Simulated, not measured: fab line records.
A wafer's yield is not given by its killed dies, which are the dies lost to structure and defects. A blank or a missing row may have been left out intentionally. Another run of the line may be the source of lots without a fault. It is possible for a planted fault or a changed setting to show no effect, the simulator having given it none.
Which tool is to blame? | flow berkeley_cmos170 | 21 wafers sampled from 7 lots at 1 step of a route of 331

## WHAT THE GAUGES READ, wafer by wafer
UCB170_V1_OVL_MEAS_13.
lot  | measured     | on         | V1_OVL (nm)
L177 | day 7 08:16  | overlay-02 | -7 -13 -16
L179 | day 7 19:50  | overlay-02 | 5 -2 4
L185 | day 9 14:38  | overlay-01 | -3 -7 -5
L186 | day 9 14:59  | overlay-02 | 1 -5 -7
L189 | day 10 04:43 | overlay-02 | -2 -1 2
L195 | day 11 07:10 | overlay-02 | -8 -5 -6
L197 | day 12 13:31 | overlay-02 | 0 -11 -11

## WHICH TOOL RAN EACH LOT (tool, then ch and the chambers of the sampled wafers, then the start)
The record holds no process step before these readings.

## THE ANSWER, worked out from the rows above alone
Rule: the lots themselves supply what counts as usual. Put in order of their means at a reading, lots are off if they are a third of the lots or fewer, leave a main group of 4 or more, and stand apart from it by a gap of 3 or more times the standard deviation of the main group's means; of several such gaps the widest counts. The tables above print the reading to a certain number of digits; a main group whose means all agree to those digits is not used. A lot without any number at a reading at which 4 lots or more have one is off too. All remaining lots with rows at the step are treated as sound.
None of the lots is off at any reading shown; this tells nothing.

## WHAT WAS PUT IN BY THE SIMULATOR
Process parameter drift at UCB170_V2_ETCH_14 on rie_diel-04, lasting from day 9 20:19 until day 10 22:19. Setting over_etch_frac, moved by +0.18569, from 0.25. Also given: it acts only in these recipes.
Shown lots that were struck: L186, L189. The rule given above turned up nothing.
